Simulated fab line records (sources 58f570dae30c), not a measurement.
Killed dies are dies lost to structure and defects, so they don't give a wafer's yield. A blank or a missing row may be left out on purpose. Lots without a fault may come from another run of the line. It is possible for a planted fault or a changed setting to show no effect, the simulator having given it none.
Comparing a struck lot with a sound one | flow berkeley-cmos170 | 14 steps out of a route of 331
Sound: the wafers L645.2, L645.5, L645.6. Wafers struck: L650.3, L650.4, L650.6. The cause is named last.
Order at every step that has rows: each side's tool, ch and its chambers, its first start. Under that, the readings that differ: sound wafers | struck wafers | difference of the means | sigmas: that difference in standard deviations of wafers without a fault.
alike: readings whose means differ by less than 2 such deviations, and words and numbers that are the same on both sides. not compared: withheld readings, readings that some wafer has no value for, bounds like >300 that may hide the same value, and numbers for which the record gives no deviation and whose values overlap.
A row with sigmas, a row that says differs or no value, or rows on one side alone: a step with any of these is where the two part. When numbers do not overlap yet have no deviation, they are printed without sigmas and do not part them. Lack of a reading on every wafer of one side parts them only where that side has two or more wafers.

first, 2 steps without rows for these wafers: UCB170_NWELL_PEB_10; UCB170_NWELL_DEVELOP_11 (develop time 45 s).
UCB170_NWELL_OVL_MEAS_12:
  sound: overlay-01 at day 2 19:35; struck: overlay-02 at day 4 14:36
  alike: NWELL_OVL
UCB170_NWELL_ETCH_13: etches Si3N4 in CH3F/Ar/O2, stops on SiO2, target depth 246.4 nm, time 154 s.
  sound on rie-diel-04 ch 0,3, day 2 19:37; struck on rie-diel-03 ch 0,2,3, day 4 14:37
  alike: drypump-motor-current-A, oes-product-au, throttle-valve-pct
  not compared: rf-hours-counter-h
after that, 1 step had no rows for these wafers: UCB170_NWELL_IMPLANT_14.
UCB170_NWELL_STRIP_15: strips in O2.
  sound on plasma-asher-04 ch 0,1, day 2 19:52; struck on plasma-asher-04 ch 0,1, day 4 14:55
  alike: drypump-motor-current-A, oes-product-au, strip-time-to-endpoint-s
  not compared: rf-hours-counter-h
UCB170_NWELL_TW_MEAS_16:
  sound: film-metro-04 at day 2 19:58; struck: film-metro-04 at day 4 15:00
  alike: NWELL_TW
then, 5 steps without rows for these wafers: UCB170_NWELL_CLEAN_17 (cleans in SPM, time 600 s); UCB170_NWELL_WET_ETCH_18 (etches Si3N4 in H3PO4, time 14400 s); UCB170_NWELL_WET_ETCH_19 (etches SiO2 in BOE, time 22 s); UCB170_PWELL_CLEAN_00 (cleans in SPM, time 600 s); UCB170_PWELL_CLEAN_01 (cleans in dHF, time 60 s).
UCB170_PWELL_OXIDATION_02: target thk 26.4 nm, ox time 1260 s.
  struck on furnace-02, day 4 23:32; sound on furnace-02 ch 0, day 3 08:53
  no value came back on the struck wafers for ox-temp-c (C), ox-temp-c-max, spike-tc-load-C (C); on the sound wafers ox-temp-c (C) reads 1000.0 1000.8 1001.1
then, 1 step without rows for these wafers: UCB170_PWELL_ANNEAL_04 (time 900 s).

== WHERE THEY PART ==
Only at UCB170_PWELL_OXIDATION_02, as far as this record shows.

WHY: what had been put in by the simulator
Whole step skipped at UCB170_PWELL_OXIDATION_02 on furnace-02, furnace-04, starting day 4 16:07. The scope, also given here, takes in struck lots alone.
